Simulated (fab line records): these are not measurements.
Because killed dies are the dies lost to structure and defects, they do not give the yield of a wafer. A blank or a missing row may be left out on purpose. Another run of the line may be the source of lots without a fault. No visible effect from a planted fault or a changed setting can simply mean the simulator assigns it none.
What tool caused it? | flow berkeley-cmos170 | 13 lots with 39 wafers sampled at 6 steps, on a route of 331 steps

WHAT EACH GAUGE READ, for each wafer
UCB170_PVT_OVL_MEAS_06.
lot  | measured     | on         | PVT_OVL (nm)
L521 | day 7 02:41  | overlay-02 | -5 3 0
L524 | day 7 02:57  | overlay-02 | 0 -11 -5
L523 | day 7 06:13  | overlay-01 | 6 -1 1
L522 | day 7 06:29  | overlay-01 | 7 4 -3
L526 | day 7 10:37  | overlay-01 | -1 3 -1
L525 | day 7 15:34  | overlay-02 | -6 -10 -15
L529 | day 7 23:54  | overlay-02 | -9 -7 5
L528 | day 8 00:31  | overlay-02 | 6 1 2
L532 | day 8 10:07  | overlay-02 | 4 1 9
L531 | day 8 11:07  | overlay-02 | -2 -7 -7
L534 | day 9 02:07  | overlay-02 | -3 3 3
L541 | day 10 08:02 | overlay-02 | -2 10 -2
L542 | day 10 22:58 | overlay-01 | 4 4 7

UCB170_CONTACT_THK_MEAS_02.
lot  | measured     | on            | CONTACT_PSG_THK (nm)
L521 | day 8 15:10  | film-metro-02 | 708 708 708
L524 | day 8 13:22  | film-metro-02 | 698 700 700
L523 | day 8 15:12  | film-metro-02 | 703 700 703
L522 | day 8 15:08  | film-metro-01 | 706 711 704
L526 | day 8 23:52  | film-metro-04 | 720 711 711
L525 | day 9 06:32  | film-metro-01 | 699 697 690
L529 | day 9 07:06  | film-metro-02 | 696 696 697
L528 | day 9 09:14  | film-metro-04 | 699 703 708
L532 | day 9 21:58  | film-metro-04 | 689 694 696
L531 | day 9 23:22  | film-metro-02 | 746 747 749
L534 | day 10 09:27 | film-metro-02 | 698 696 700
L541 | day 11 14:44 | film-metro-02 | 707 697 701
L542 | day 12 07:11 | film-metro-04 | 704 705 710

UCB170_M2_RS_MEAS_02: measurement is done with a four-point probe.
lot  | measured     | on            | M2_AL_RS (ohm/sq)
L521 | day 9 01:53  | film-metro-04 | 0.0327 0.0322 0.0321
L524 | day 8 23:59  | film-metro-02 | 0.0321 0.0323 0.0324
L523 | day 9 03:51  | film-metro-02 | 0.0319 0.0323 0.0321
L522 | day 9 03:34  | film-metro-04 | 0.0317 0.0317 0.0319
L526 | day 9 10:02  | film-metro-02 | 0.0317 0.0320 0.0316
L525 | day 9 18:16  | film-metro-02 | 0.0325 0.0324 0.0323
L529 | day 9 18:48  | film-metro-02 | 0.0321 0.0318 0.0320
L528 | day 9 19:44  | film-metro-04 | 0.0318 0.0316 0.0316
L532 | day 10 07:58 | film-metro-04 | 0.0323 0.0326 0.0324
L531 | day 10 10:00 | film-metro-02 | 0.0315 0.0313 0.0313
L534 | day 10 22:40 | film-metro-03 | 0.0322 0.0322 0.0320
L541 | day 12 01:56 | film-metro-02 | 0.0318 0.0319 0.0318
L542 | day 12 20:15 | film-metro-02 | 0.0320 0.0319 0.0319

WHAT TOOL EACH LOT RAN ON (gives the tool, then ch and the chambers of the sampled wafers, and finally the start)
lot  | UCB170_CONTACT_CVD_01       | UCB170_CONTACT_ETCH_18                        | UCB170_V1_ETCH_14
L521 | lpcvd-01 ch 1, day 8 13:21  | rie-diel-04 ch 0,2,3, day 9 01:17 or earlier  | rie-diel-01 ch 1,2, day 9 01:17
L524 | lpcvd-01 ch 0, day 8 11:34  | rie-diel-01 ch 1,2,3, day 8 23:23 or earlier  | rie-diel-02 ch 1,2,3, day 8 23:23
L523 | lpcvd-01 ch 0, day 8 13:21  | rie-diel-04 ch 0,2, day 9 03:17 or earlier    | rie-diel-01 ch 0,1, day 9 03:17
L522 | lpcvd-01 ch 0, day 8 13:21  | rie-diel-03 ch 0,2,3, day 9 03:00 or earlier  | rie-diel-04 ch 0,1,3, day 9 03:00
L526 | lpcvd-02 ch 0, day 8 22:05  | rie-diel-03 ch 0,2,3, day 9 09:29 or earlier  | rie-diel-04 ch 0,1,2, day 9 09:29
L525 | lpcvd-01 ch 0, day 9 03:52  | rie-diel-01 ch 1,2,3, day 9 17:41 or earlier  | rie-diel-04 ch 2,3, day 9 17:41
L529 | lpcvd-02 ch 0, day 9 05:19  | rie-diel-01 ch 0,1,3, day 9 18:15 or earlier  | rie-diel-02 ch 0,2,3, day 9 18:15
L528 | lpcvd-01 ch 1, day 9 06:32  | rie-diel-01 ch 0,1,2, day 9 19:08 or earlier  | rie-diel-04 ch 1,2, day 9 19:08
L532 | lpcvd-01 ch 1, day 9 20:10  | rie-diel-01 ch 0,1, day 10 07:22 or earlier   | rie-diel-02 ch 1,2, day 10 07:22
L531 | lpcvd-02 ch 0, day 9 21:32  | rie-diel-03 ch 0,1,2, day 10 09:23 or earlier | rie-diel-04 ch 0,2,3, day 10 09:23
L534 | lpcvd-01 ch 0, day 10 07:40 | rie-diel-03 ch 0,2, day 10 22:07 or earlier   | rie-diel-04 ch 0,3, day 10 22:07
L541 | lpcvd-01 ch 1, day 11 12:57 | rie-diel-01 ch 1,3, day 12 01:24 or earlier   | rie-diel-02 ch 2,3, day 12 01:24
L542 | lpcvd-01 ch 1, day 12 05:23 | rie-diel-03 ch 0,1,2, day 12 19:41 or earlier | rie-diel-02 ch 0,2,3, day 12 19:41
- UCB170_CONTACT_CVD_01: deposits PSG from SiH4/O2/PH3, target thk 700 nm, time 2820 s.
- UCB170_CONTACT_ETCH_18: etches PSG in CHF3/CF4/Ar, stops on TiSi2, target depth 840 nm, time 195 s.
- UCB170_V1_ETCH_14: etches SiO2 in CHF3/CF4/Ar, stops on Al, target depth 1250 nm, time 291 s.

WHAT THE TOOLS THEMSELVES READ (means of the sampled wafers that have a number; where no wafer has one, the mark that the record gives instead)
UCB170_CONTACT_CVD_01.
lot  | tool     | zone-power-centre-pct (%)
L521 | lpcvd-01 | 20.6
L524 | lpcvd-01 | 21.8
L523 | lpcvd-01 | 22.0
L522 | lpcvd-01 | 22.0
L526 | lpcvd-02 | 21.7
L525 | lpcvd-01 | 22.0
L529 | lpcvd-02 | 21.8
L528 | lpcvd-01 | 20.7
L532 | lpcvd-01 | 20.9
L531 | lpcvd-02 | 21.8
L534 | lpcvd-01 | 21.7
L541 | lpcvd-01 | 20.6
L542 | lpcvd-01 | 20.8

UCB170_CONTACT_ETCH_18.
lot  | tool        | CHF3_flow_sccm (sccm) | drypump-motor-current-A (A) | oes-product-au (a.u.) | throttle-valve-pct (%)
L521 | rie-diel-04 | 44.99                 | 5.6                         | 0.900                 | 6.83
L524 | rie-diel-01 | 44.85                 | 6.0                         | 0.906                 | 6.96
L523 | rie-diel-04 | 45.01                 | 5.3                         | 0.898                 | 6.84
L522 | rie-diel-03 | 44.98                 | 5.9                         | 0.909                 | 6.92
L526 | rie-diel-03 | 44.98                 | 5.9                         | 0.912                 | 6.91
L525 | rie-diel-01 | 44.90                 | 6.0                         | 0.902                 | 6.96
L529 | rie-diel-01 | 44.92                 | 5.7                         | 0.897                 | 6.93
L528 | rie-diel-01 | 44.94                 | 5.7                         | 0.905                 | 6.86
L532 | rie-diel-01 | 45.10                 | 5.4                         | 0.900                 | 6.90
L531 | rie-diel-03 | 45.00                 | 6.0                         | 0.933                 | 6.94
L534 | rie-diel-03 | 44.87                 | 5.9                         | 0.903                 | 6.85
L541 | rie-diel-01 | 45.06                 | 5.6                         | 0.905                 | 7.00
L542 | rie-diel-03 | 45.01                 | 6.0                         | 0.903                 | 6.93

UCB170_V1_ETCH_14.
lot  | tool        | CHF3_flow_sccm (sccm) | drypump-motor-current-A (A) | oes-product-au (a.u.) | throttle-valve-pct (%)
L521 | rie-diel-01 | 44.97                 | 5.7                         | 0.885                 | 6.96
L524 | rie-diel-02 | 44.97                 | 5.8                         | 0.878                 | 7.00
L523 | rie-diel-01 | 44.92                 | 5.3                         | 0.882                 | 6.93
L522 | rie-diel-04 | 45.08                 | 6.1                         | 0.861                 | 6.96
L526 | rie-diel-04 | 45.08                 | 5.8                         | 0.870                 | 6.98
L525 | rie-diel-04 | 45.10                 | 5.3                         | 0.874                 | 6.75
L529 | rie-diel-02 | 45.00                 | 6.0                         | 0.882                 | 6.93
L528 | rie-diel-04 | 44.91                 | 5.8                         | 0.864                 | 6.98
L532 | rie-diel-02 | 44.98                 | 5.4                         | 0.879                 | 7.06
L531 | rie-diel-04 | 45.00                 | 5.6                         | 0.873                 | 6.85
L534 | rie-diel-04 | 45.02                 | 6.0                         | 0.862                 | 6.95
L541 | rie-diel-02 | 45.09                 | 6.2                         | 0.893                 | 6.99
L542 | rie-diel-02 | 45.20                 | 6.0                         | 0.879                 | 6.93

THE ANSWER, worked out from the rows above alone
Rule: the lots themselves supply what counts as usual. The widest of any qualifying gaps counts: lots, ordered by their means at a reading, are off when they make up no more than a third of the lots, leave a main group of 4 or more, and stand apart from it by 3 or more times the standard deviation of that group's means. The tables above print the reading to a certain number of digits; a main group whose means all agree to those digits is not used. A lot without any number at a reading at which 4 lots or more have one is off too. The other lots that the step has rows for count as sound. After the gauges, taken in route order, come the tools' own readings; for these a lot's mean is taken, as printed above. At the first step where some lot is off, the reading lying furthest off is the one used; lots without a number count as furthest.
Off: L531, seen at UCB170_CONTACT_THK_MEAS_02 (CONTACT_PSG_THK). Main group: mean 702 nm, sd 5.8.
A tool fits if, at a process step before that reading, it ran every lot that is off, and no sound lot after the first of them. The gauges at UCB170_CONTACT_THK_MEAS_02 aren't tried: what is off there is off at UCB170_CONTACT_ETCH_18 too, on other tools, and a gauge's error can't cause that. One candidate fits, namely lpcvd-02 at UCB170_CONTACT_CVD_01. Its last sound lot is L529 (day 9 05:19), its first lot that is off L531 (day 9 21:32): a fault that began between those two fits.

WHAT HAD BEEN PUT IN BY THE SIMULATOR
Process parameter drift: lpcvd-02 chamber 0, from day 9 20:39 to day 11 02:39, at UCB170_CONTACT_CVD_01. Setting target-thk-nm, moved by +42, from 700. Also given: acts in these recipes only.
Shown lots that were struck: L531. The rule above reached the same finding.
